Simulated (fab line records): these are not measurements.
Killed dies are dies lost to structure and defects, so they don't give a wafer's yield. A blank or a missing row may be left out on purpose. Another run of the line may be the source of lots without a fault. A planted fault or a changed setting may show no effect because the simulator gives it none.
fab line records	flow rit-cmos	part 1 of 2: steps 1 to 32 of 45
record: lots: 5	wafers: 15	last-day: 7
route steps=202 shown PRETRO@69 GATE@75 FOX2@80 REOX@98 NLDD@103
lots that met no fault: taken from a fault-free run of the same line
start-h: hours from the record's first day to the start of the lot's first wafer shown	wait-h: how many hours have passed since the lot's step before this one	" same as the row above	L1.1+2: one row covering several wafers at once	- either no value or no given start	* or withheld: withheld	< > ~ a bound
route shown NAME@n: names a module that has steps shown in the file, with the first one's number in the route	usual: mean/standard deviation of fault-free wafers	same: alike in all rows	chamber/n: place in a boat	sites: per-site readings	_std_site: the standard deviation of these	_edge_site: mean of outer sites minus mean of inner sites	radius-mm: for every site, how far away it sits from the centre of the wafer	mask NAME#n: copy n	behind: the tool/chamber that last shaped the wafer	hold: why the lot was held/for how many hours/how that ended	device: names the non-switching transistor (n, p or np)	end of line: the tests these same wafers got at the end of their route	a step with no rows: only its recipe	killed: dies lost to structure and defects at the first sort, not the wafer's yield	map: the dies of a wafer, with x for killed, . for not killed, _ for no die there
set.NAME: the run value of the setting; set.NAME@STEP: its run value at that earlier step	model.NAME: the simulator's own value behind a step, which no gauge read
lots at some steps of the route; a table a step, a row a wafer
services: the hour from which a tool's chamber was out of use, counted from the record's first day as start-h (under 0 if before that day), plus the number of hours and why
== steps ==
step: RIT_PRETRO_DEVELOP_05
recipe: resist: NOVOLAK	develop-time-s: 68	dev-temp-c: 23
same: develop-time-s: 68
lot.wafer	tool	chamber	start-h	wait-h
L081.1+4+5	litho-track-01	0	-	-
L085.2+3+4	litho-track-02	0	-	-
L090.1+4+5	litho-track-04	0	-	-
L092.1+2+5	litho-track-04	0	-	-
L095.2+4+5	litho-track-01	0	-	-
step: RIT_PRETRO_OVL_MEAS_06
usual: PRETRO_OVL: 0.2/1.2
lot.wafer	tool	chamber	start-h	wait-h	PRETRO_OVL[nm]
L081.1	overlay-02	-	83.93	-	0.0
L081.4	"	-	"	"	0.5
L081.5	"	-	"	"	2.8
L085.2	overlay-01	-	106.64	-	0.7
L085.3	"	-	"	"	1.8
L085.4	"	-	"	"	-0.4
L090.1	overlay-01	-	122.75	-	-0.1
L090.4	"	-	"	"	-0.6
L090.5	"	-	"	"	1.0
L092.1	overlay-02	-	132.80	-	-2.9
L092.2	"	-	"	"	-2.7
L092.5	"	-	"	"	-1.1
L095.2	overlay-01	-	138.40	-	2.0
L095.4	"	-	"	"	1.4
L095.5	"	-	"	"	0.7
step: RIT_PRETRO_HARDBAKE_07
recipe: resist: NOVOLAK	temp-c: 140	time-s: 120
lot.wafer	tool	chamber	start-h	wait-h
L081.1+4+5	litho-track-02	0	84.04	0.1
L085.2+3+4	litho-track-02	0	106.72	0.1
L090.1+4+5	litho-track-02	0	122.92	0.2
L092.1+2+5	litho-track-01	0	132.83	0.0
L095.2+4+5	litho-track-01	0	138.75	0.3
step: RIT_PRETRO_IMPLANT_08
recipe: species: B	energy-kev: 45	dose-cm2: 1.2e+13	tilt-deg: 7
usual: dose-ions-cm2: 1.1999e+13/1.3e+10
lot.wafer	tool	chamber	start-h	wait-h	dose-ions-cm2
L081.1	implanter-03	0	84.29	0.2	1.202e+13
L081.4	"	0	"	"	1.2006e+13
L081.5	"	0	"	"	1.1992e+13
L085.2	implanter-02	0	106.95	0.2	1.1974e+13
L085.3	"	0	"	"	1.1992e+13
L085.4	"	0	"	"	1.1986e+13
L090.1	implanter-02	0	123.17	0.2	1.2016e+13
L090.4	"	0	"	"	1.1986e+13
L090.5	"	0	"	"	1.2001e+13
L092.1	implanter-03	0	133.08	0.2	1.2008e+13
L092.2	"	0	"	"	1.1996e+13
L092.5	"	0	"	"	1.1998e+13
L095.2	implanter-02	0	138.98	0.2	1.1994e+13
L095.4	"	0	"	"	1.1986e+13
L095.5	"	0	"	"	1.2004e+13
step: RIT_PRETRO_STRIP_09
recipe: chemistry: O2	time-s: 180	resist: NOVOLAK	platen-temp-c: withheld	power-w: 500	pressure-mtorr: 4000	o2-flow-sccm: 4000
usual: drypump-motor-current-A: 5.7/0.38
lot.wafer	tool	chamber	start-h	wait-h	drypump-motor-current-A	rf-hours-counter-h
L081.1	plasma-asher-02	0	84.44	0.1	5.5	45
L081.4	"	1	"	"	6.5	-
L081.5	"	0	"	"	5.5	-
L085.2	plasma-asher-03	0	107.07	0.1	5.7	38
L085.3	"	0	"	"	5.6	-
L085.4	"	1	"	"	5.6	-
L090.1	plasma-asher-04	0	123.32	0.1	5.4	48
L090.4	"	0	"	"	5.3	-
L090.5	"	1	"	"	5.7	-
L092.1	plasma-asher-02	1	133.23	0.1	6.5	2
L092.2	"	0	"	"	5.5	2
L092.5	"	1	"	"	6.5	-
L095.2	plasma-asher-03	0	139.11	0.1	5.7	43
L095.4	"	0	"	"	5.7	-
L095.5	"	0	"	"	5.6	-
step: RIT_PRETRO_TW_MEAS_10
usual: PRETRO_TW: 475/3.5
lot.wafer	tool	chamber	start-h	wait-h	PRETRO_TW
L081.1	film-metro-04	-	84.62	0.1	476
L081.4	"	-	"	"	473
L081.5	"	-	"	"	474
L085.2	film-metro-04	-	107.26	0.1	474
L085.3	"	-	"	"	475
L085.4	"	-	"	"	473
L090.1	film-metro-04	-	123.50	0.1	471
L090.4	"	-	"	"	471
L090.5	"	-	"	"	472
L092.1	film-metro-04	-	133.41	0.1	471
L092.2	"	-	"	"	470
L092.5	"	-	"	"	468
L095.2	film-metro-04	-	139.29	0.1	469
L095.4	"	-	"	"	469
L095.5	"	-	"	"	474
step: RIT_GATE_WET_ETCH_00
recipe: chemistry: BOE	target: SiO2	target-depth-nm: 56	time-s: 60	dry: n2-spin	dilution: 10:1	temp-c: 21.5
lot.wafer	tool	chamber	start-h	wait-h
L081.1+4+5	wet-bench-03	1	84.68	0.1
L085.2+3+4	wet-bench-04	2	107.31	0.0
L090.1+4+5	wet-bench-03	2	123.56	0.1
L092.1+2+5	wet-bench-03	1	133.47	0.1
L095.2+4+5	wet-bench-03	2	139.34	0.0
step: RIT_GATE_CLEAN_01
recipe: chemistry: SC1	mix: 3:3:50	time-s: 600	temp-c: 75
lot.wafer	tool	chamber	start-h	wait-h
L081.1+4+5	wet-bench-01	2	84.70	0.0
L085.2+3+4	wet-bench-03	2	107.36	0.0
L090.1+4+5	wet-bench-01	2	123.58	0.0
L092.1+2+5	wet-bench-04	3	133.49	0.0
L095.2+4+5	wet-bench-03	0	139.37	0.0
step: RIT_GATE_CLEAN_02
recipe: chemistry: dHF	dilution: 50:1	time-s: 30
lot.wafer	tool	chamber	start-h	wait-h
L081.1+4+5	wet-bench-01	1	84.89	0.0
L085.2+3+4	wet-bench-01	1	107.54	0.0
L090.1+4+5	wet-bench-04	3	123.76	0.0
L092.1+2+5	wet-bench-01	0	133.67	0.0
L095.2+4+5	wet-bench-01	0	139.54	0.0
step: RIT_GATE_CLEAN_03
recipe: chemistry: SC2	mix: 3:3:50	time-s: 600	temp-c: 75	dry: n2-spin
lot.wafer	tool	chamber	start-h	wait-h
L081.1+4+5	wet-bench-01	3	84.91	0.0
L085.2+3+4	wet-bench-03	3	107.56	0.0
L090.1+4+5	wet-bench-03	2	123.78	0.0
L092.1+2+5	wet-bench-03	1	133.69	0.0
L095.2+4+5	wet-bench-03	3	139.56	0.0
step: RIT_GATE_CLEAN_04
recipe: chemistry: dHF	dilution: 50:1	time-s: 60	dry: n2-spin
lot.wafer	tool	chamber	start-h	wait-h
L081.1+4+5	wet-bench-01	0	85.10	0.0
L085.2+3+4	wet-bench-04	0	107.73	0.0
L090.1+4+5	wet-bench-01	0	123.95	0.0
L092.1+2+5	wet-bench-04	2	133.86	0.0
L095.2+4+5	wet-bench-03	0	139.73	0.0
step: RIT_FOX2_THK_MEAS_91
recipe: reads: SiO2_of_FOX2_OXIDATION_00
usual: FIELD_OXIDE_LEFT_2_THK: 255/6.5
lot.wafer	tool	chamber	start-h	wait-h	FIELD_OXIDE_LEFT_2_THK[nm]
L081.1	film-metro-04	-	85.13	0.0	255
L081.4	"	-	"	"	259
L081.5	"	-	"	"	257
L085.2	film-metro-03	-	107.79	0.0	257
L085.3	"	-	"	"	259
L085.4	"	-	"	"	258
L090.1	film-metro-03	-	123.98	0.0	253
L090.4	"	-	"	"	256
L090.5	"	-	"	"	253
L092.1	film-metro-01	-	133.89	0.0	249
L092.2	"	-	"	"	248
L092.5	"	-	"	"	251
L095.2	film-metro-04	-	139.77	0.0	262
L095.4	"	-	"	"	258
L095.5	"	-	"	"	258
step: RIT_GATE_OXIDATION_05
recipe: temp-c: 900	ambient: O2	target-thk-a: 30	ox-time-s: 270
usual: ox-temp-c-max: 903.1/0.78	tube_center_temp_C_max: 902.3/0.39
lot.wafer	tool	chamber	start-h	wait-h	ox-temp-c-max	tube_center_temp_C_max
L081.1	furnace-04	0	87.00	1.9	902.4	902.5
L081.4	"	0	"	"	901.9	902.1
L081.5	"	0	"	"	902.8	902.2
L085.2	furnace-01	0	107.84	0.0	903.1	902.4
L085.3	"	0	"	"	902.7	901.5
L085.4	"	0	"	"	902.6	902.4
L090.1	furnace-01	0	125.43	1.4	902.6	901.9
L090.4	"	0	"	"	903.4	901.9
L090.5	"	0	"	"	903.7	902.8
L092.1	furnace-04	0	133.95	0.1	903.5	902.3
L092.2	"	0	"	"	903.6	902.1
L092.5	"	0	"	"	902.9	902.7
L095.2	furnace-04	0	140.29	0.5	901.9	901.9
L095.4	"	0	"	"	902.1	902.0
L095.5	"	0	"	"	903.3	902.4
step: RIT_GATE_ANNEAL_06
recipe: temp-c: 900	time-s: 600	ambient: N2O
usual: tube_center_temp_C_max: 902.3/0.36
lot.wafer	tool	chamber	start-h	wait-h	tube_center_temp_C_max
L081.1	furnace-04	0	90.63	2.5	902.0
L081.4	"	0	"	"	902.0
L081.5	"	0	"	"	903.0
L085.2	furnace-03	0	109.77	0.8	902.4
L085.3	"	0	"	"	903.0
L085.4	"	0	"	"	903.3
L090.1	furnace-03	0	129.96	3.5	902.0
L090.4	"	0	"	"	902.2
L090.5	"	0	"	"	902.6
L092.1	furnace-03	0	135.29	0.3	902.2
L092.2	"	0	"	"	901.7
L092.5	"	0	"	"	901.7
L095.2	furnace-03	0	142.04	0.7	901.8
L095.4	"	0	"	"	902.6
L095.5	"	0	"	"	902.3
step: RIT_GATE_THK_MEAS_07
recipe: reads: SiO2_of_GATE_OXIDATION_05
usual: GATE_OXIDE_THK: 3.00/0.06
lot.wafer	tool	chamber	start-h	wait-h	GATE_OXIDE_THK[nm]
L081.1	film-metro-03	-	90.88	0.0	3.11
L081.4	"	-	"	"	3.06
L081.5	"	-	"	"	3.08
L085.2	film-metro-04	-	110.03	0.0	3.07
L085.3	"	-	"	"	3.02
L085.4	"	-	"	"	3.00
L090.1	film-metro-01	-	130.21	0.0	2.96
L090.4	"	-	"	"	3.02
L090.5	"	-	"	"	3.02
L092.1	film-metro-04	-	135.54	0.0	3.15
L092.2	"	-	"	"	3.10
L092.5	"	-	"	"	3.10
L095.2	film-metro-01	-	142.30	0.0	2.96
L095.4	"	-	"	"	3.01
L095.5	"	-	"	"	3.02
step: RIT_GATE_CVD_08
recipe: material: poly-Si	target-thk-nm: 250	temp-c: 610	precursor: SiH4	time-s: 2220	pressure-mtorr: 300	sih4-flow-sccm: 100
lot.wafer	tool	chamber	start-h	wait-h
L081.1+4+5	lpcvd-02	1	90.94	0.1
L085.2+3+4	lpcvd-02	1	110.08	0.0
L090.1+4+5	lpcvd-01	1	130.27	0.1
L092.1+2+5	lpcvd-01	1	135.60	0.1
L095.2+4+5	lpcvd-02	1	143.29	1.0
step: RIT_GATE_THK_MEAS_09
recipe: reads: poly-Si_of_GATE_CVD_08
usual: GATE_POLY_THK: 251.1/2.8
lot.wafer	tool	chamber	start-h	wait-h	GATE_POLY_THK[nm]
L081.1	film-metro-01	-	92.56	0.0	254.3
L081.4	"	-	"	"	252.0
L081.5	"	-	"	"	252.1
L085.2	film-metro-03	-	111.70	0.0	254.4
L085.3	"	-	"	"	252.4
L085.4	"	-	"	"	254.4
L090.1	film-metro-04	-	131.89	0.0	245.5
L090.4	"	-	"	"	246.6
L090.5	"	-	"	"	245.8
L092.1	film-metro-04	-	137.22	0.0	252.5
L092.2	"	-	"	"	250.6
L092.5	"	-	"	"	251.8
L095.2	film-metro-01	-	144.92	0.0	254.9
L095.4	"	-	"	"	256.5
L095.5	"	-	"	"	254.9
step: RIT_GATE_HMDS_10
recipe: prime-time-s: 60	prime-temp-c: 140
same: prime-time-s: 60
lot.wafer	tool	chamber	start-h	wait-h
L081.1+4+5	litho-track-02	0	92.62	0.1
L085.2+3+4	litho-track-03	0	111.78	0.1
L090.1+4+5	litho-track-02	0	131.95	0.1
L092.1+2+5	litho-track-04	0	137.28	0.1
L095.2+4+5	litho-track-04	0	145.22	0.3
step: RIT_GATE_COAT_11
recipe: resist: NOVOLAK	spin-rpm: 4250	resist-thk-nm: 850
usual: dispense-pressure-kPa: 54.2/0.62
lot.wafer	tool	chamber	start-h	wait-h	dispense-pressure-kPa
L081.1	litho-track-02	0	92.77	0.1	54.5
L081.4	"	0	"	"	54.5
L081.5	"	0	"	"	54.5
L085.2	litho-track-03	0	111.93	0.1	53.2
L085.3	"	0	"	"	53.3
L085.4	"	0	"	"	53.3
L090.1	litho-track-02	0	132.10	0.1	54.5
L090.4	"	0	"	"	54.5
L090.5	"	0	"	"	54.5
L092.1	litho-track-04	0	137.43	0.1	54.7
L092.2	"	0	"	"	54.7
L092.5	"	0	"	"	54.7
L095.2	litho-track-04	0	145.37	0.1	54.7
L095.4	"	0	"	"	54.7
L095.5	"	0	"	"	54.7
step: RIT_GATE_SOFTBAKE_12
recipe: resist: NOVOLAK	temp-c: 90	time-s: 60
lot.wafer	tool	chamber	start-h	wait-h
L081.1+4+5	litho-track-02	0	92.92	0.1
L085.2+3+4	litho-track-03	0	112.08	0.1
L090.1+4+5	litho-track-02	0	132.25	0.1
L092.1+2+5	litho-track-04	0	137.58	0.1
L095.2+4+5	litho-track-04	0	145.52	0.1
step: RIT_GATE_EXPOSE_13
recipe: mask-id: M6	na: 0.6	source-shape: conventional	sigma-outer: 0.6	target-cd-nm: 150	dose-mj: 380
usual: stage-vel-mm-s: 499.97/0.25
same: sigma-outer: 0.6
lot.wafer	tool	chamber	start-h	wait-h	mask	stage-vel-mm-s
L081.1	iline-stepper-02	0	93.18	0.2	M6#0	499.90
L081.4	"	0	"	"	M6#0	500.37
L081.5	"	0	"	"	M6#0	499.79
L085.2	iline-stepper-01	0	112.35	0.2	M6#0	500.02
L085.3	"	0	"	"	M6#0	499.72
L085.4	"	0	"	"	M6#0	500.13
L090.1	iline-stepper-01	0	132.48	0.2	M6#0	500.01
L090.4	"	0	"	"	M6#0	500.30
L090.5	"	0	"	"	M6#0	500.13
L092.1	iline-stepper-01	0	137.73	0.1	M6#0	499.80
L092.2	"	0	"	"	M6#0	500.13
L092.5	"	0	"	"	M6#0	500.12
L095.2	iline-stepper-01	0	145.90	0.4	M6#0	499.71
L095.4	"	0	"	"	M6#0	499.79
L095.5	"	0	"	"	M6#0	499.83
step: RIT_GATE_PEB_14
recipe: resist: NOVOLAK	temp-c: withheld	time-s: withheld
lot.wafer	tool	chamber	start-h	wait-h
L081.1+4+5	litho-track-02	0	93.30	0.1
L085.2+3+4	litho-track-04	0	112.68	0.3
L090.1+4+5	litho-track-04	0	132.80	0.3
L092.1+2+5	litho-track-03	0	138.00	0.2
L095.2+4+5	litho-track-02	0	146.02	0.1
step: RIT_GATE_DEVELOP_15
recipe: resist: NOVOLAK	develop-time-s: 50	dev-temp-c: 23
same: develop-time-s: 50
lot.wafer	tool	chamber	start-h	wait-h
L081.1+4+5	litho-track-02	0	-	-
L085.2+3+4	litho-track-04	0	-	-
L090.1+4+5	litho-track-04	0	-	-
L092.1+2+5	litho-track-03	0	-	-
L095.2+4+5	litho-track-02	0	-	-
step: RIT_GATE_CD_MEAS_16
recipe: target-cd-nm: 150
usual: cd-nm: 149.7/2.3
lot.wafer	tool	chamber	start-h	wait-h	cd-nm
L081.1	cd-sem-01	-	93.58	-	146.1
L081.4	"	-	"	"	146.3
L081.5	"	-	"	"	143.9
L085.2	cd-sem-02	-	112.96	-	145.2
L085.3	"	-	"	"	148.4
L085.4	"	-	"	"	148.9
L090.1	cd-sem-02	-	133.08	-	151.9
L090.4	"	-	"	"	151.1
L090.5	"	-	"	"	150.7
L092.1	cd-sem-02	-	138.28	-	150.4
L092.2	"	-	"	"	148.5
L092.5	"	-	"	"	145.7
L095.2	cd-sem-02	-	146.30	-	150.8
L095.4	"	-	"	"	152.3
L095.5	"	-	"	"	149.9
step: RIT_GATE_OVL_MEAS_17
usual: GATE_OVL: -0.9/1.4
lot.wafer	tool	chamber	start-h	wait-h	GATE_OVL[nm]
L081.1	overlay-01	-	93.70	0.1	-0.6
L081.4	"	-	"	"	-0.7
L081.5	"	-	"	"	0.0
L085.2	overlay-01	-	113.06	0.1	-0.5
L085.3	"	-	"	"	0.5
L085.4	"	-	"	"	-1.1
L090.1	overlay-01	-	133.20	0.1	-2.9
L090.4	"	-	"	"	-2.4
L090.5	"	-	"	"	-1.2
L092.1	overlay-02	-	138.40	0.1	-2.0
L092.2	"	-	"	"	-1.8
L092.5	"	-	"	"	-0.2
L095.2	overlay-02	-	146.41	0.1	-2.4
L095.4	"	-	"	"	-2.8
L095.5	"	-	"	"	-3.2
step: RIT_GATE_HARDBAKE_18
recipe: resist: NOVOLAK	temp-c: 140	time-s: 60
lot.wafer	tool	chamber	start-h	wait-h
L081.1+4+5	litho-track-02	0	93.74	0.0
L085.2+3+4	litho-track-03	0	113.23	0.2
L090.1+4+5	litho-track-03	0	133.28	0.1
L092.1+2+5	litho-track-03	0	138.57	0.2
L095.2+4+5	litho-track-04	0	146.70	0.3
step: RIT_GATE_ETCH_19
recipe: chemistry: SF6/CHF3/O2	time-s: 165	SF6_flow_sccm: 30	CHF3_flow_sccm: 30	O2_flow_sccm: 5	target: poly-Si	pressure-mtorr: 40	rf-w: 160	target-depth-a: 3125	over-etch-frac: 0.25	stop-on: SiO2
usual: CHF3_flow_sccm: 30.00/0.099	drypump-motor-current-A: 5.9/0.56	oes-product-au: 0.854/0.012	rf-fwd-power-W: 159.3/0.52	throttle-valve-pct: 10.27/0.079
lot.wafer	tool	chamber	start-h	wait-h	CHF3_flow_sccm	drypump-motor-current-A	oes-product-au	rf-fwd-power-W	rf-hours-counter-h	throttle-valve-pct
L081.1	rie-si-01	3	93.89	0.1	29.89	4.8	0.849	160.0	154	10.11
L081.4	"	2	"	"	30.10	6.5	0.858	159.1	84	10.30
L081.5	"	3	"	"	29.91	4.8	0.851	159.7	-	10.12
L085.2	rie-si-01	1	113.35	0.1	29.71	5.4	0.854	160.0	2	10.22
L085.3	"	2	"	"	29.78	6.5	0.866	159.7	84	10.31
L085.4	"	0	"	"	29.85	6.0	0.866	159.3	-	10.26
L090.1	rie-si-01	1	133.43	0.1	30.17	5.4	0.837	159.9	2	10.23
L090.4	"	3	"	"	29.98	4.7	0.829	159.4	0	10.17
L090.5	"	2	"	"	30.06	6.5	0.848	159.3	-	10.30
L092.1	rie-si-01	1	138.72	0.1	30.12	5.4	0.855	159.8	2	10.23
L092.2	"	3	"	"	30.02	4.8	0.832	159.4	0	10.17
L092.5	"	0	"	"	29.99	6.0	0.864	158.9	-	10.26
L095.2	rie-si-02	1	146.83	0.1	30.04	6.5	0.867	158.8	121	10.42
L095.4	"	2	"	"	29.83	6.0	0.873	160.3	89	10.36
L095.5	"	2	"	"	30.00	6.0	0.863	160.4	-	10.36
step: RIT_GATE_STRIP_20
recipe: chemistry: O2	time-s: 180	resist: NOVOLAK	platen-temp-c: withheld	power-w: 500	pressure-mtorr: 4000	o2-flow-sccm: 4000
usual: drypump-motor-current-A: 5.55/0.28
lot.wafer	tool	chamber	start-h	wait-h	drypump-motor-current-A	rf-hours-counter-h
L081.1	plasma-asher-03	1	94.00	0.1	5.56	37
L081.4	"	0	"	"	5.67	-
L081.5	"	0	"	"	5.65	-
L085.2	plasma-asher-03	0	113.46	0.1	5.65	40
L085.3	"	0	"	"	5.63	-
L085.4	"	1	"	"	5.55	-
L090.1	plasma-asher-01	1	133.54	0.1	5.01	34
L090.4	"	0	"	"	5.97	-
L090.5	"	1	"	"	5.03	-
L092.1	plasma-asher-04	1	138.82	0.1	5.74	50
L092.2	"	0	"	"	5.38	50
L092.5	"	1	"	"	5.74	-
L095.2	plasma-asher-04	1	146.93	0.1	5.76	51
L095.4	"	1	"	"	5.75	-
L095.5	"	1	"	"	5.73	-
step: RIT_GATE_CD_MEAS_90
recipe: target-cd-nm: 150
usual: cd-nm: 149.7/2.3
lot.wafer	tool	chamber	start-h	wait-h	cd-nm
L081.1	cd-sem-02	-	94.17	0.1	145.6
L081.4	"	-	"	"	146.2
L081.5	"	-	"	"	143.7
L085.2	cd-sem-02	-	113.66	0.1	145.8
L085.3	"	-	"	"	148.6
L085.4	"	-	"	"	148.6
L090.1	cd-sem-01	-	133.71	0.1	152.2
L090.4	"	-	"	"	151.0
L090.5	"	-	"	"	150.4
L092.1	cd-sem-01	-	139.00	0.1	150.5
L092.2	"	-	"	"	148.5
L092.5	"	-	"	"	145.7
L095.2	cd-sem-01	-	147.13	0.1	151.0
L095.4	"	-	"	"	152.7
L095.5	"	-	"	"	150.6
step: RIT_REOX_CLEAN_00
recipe: chemistry: SC1	mix: 3:3:50	time-s: 600	temp-c: 75
lot.wafer	tool	chamber	start-h	wait-h
L081.1+4+5	wet-bench-02	3	94.29	0.1
L085.2+3+4	wet-bench-01	3	113.76	0.1
L090.1+4+5	wet-bench-02	0	133.83	0.1
L092.1+2+5	wet-bench-01	3	139.12	0.1
L095.2+4+5	wet-bench-04	0	147.23	0.1
step: RIT_REOX_CLEAN_01
recipe: chemistry: dHF	dilution: 50:1	time-s: 30
lot.wafer	tool	chamber	start-h	wait-h
L081.1+4+5	wet-bench-02	2	94.47	0.0
L085.2+3+4	wet-bench-01	3	113.95	0.0
L090.1+4+5	wet-bench-02	2	134.25	0.0
L092.1+2+5	wet-bench-02	0	139.29	0.0
L095.2+4+5	wet-bench-04	0	147.40	0.0
step: RIT_REOX_CLEAN_02
recipe: chemistry: SC2	mix: 3:3:50	time-s: 600	temp-c: 75	dry: n2-spin
lot.wafer	tool	chamber	start-h	wait-h
L081.1+4+5	wet-bench-02	3	94.48	0.0
L085.2+3+4	wet-bench-04	0	113.97	0.0
L090.1+4+5	wet-bench-01	2	134.37	0.1
L092.1+2+5	wet-bench-01	3	139.31	0.0
L095.2+4+5	wet-bench-04	0	147.42	0.0
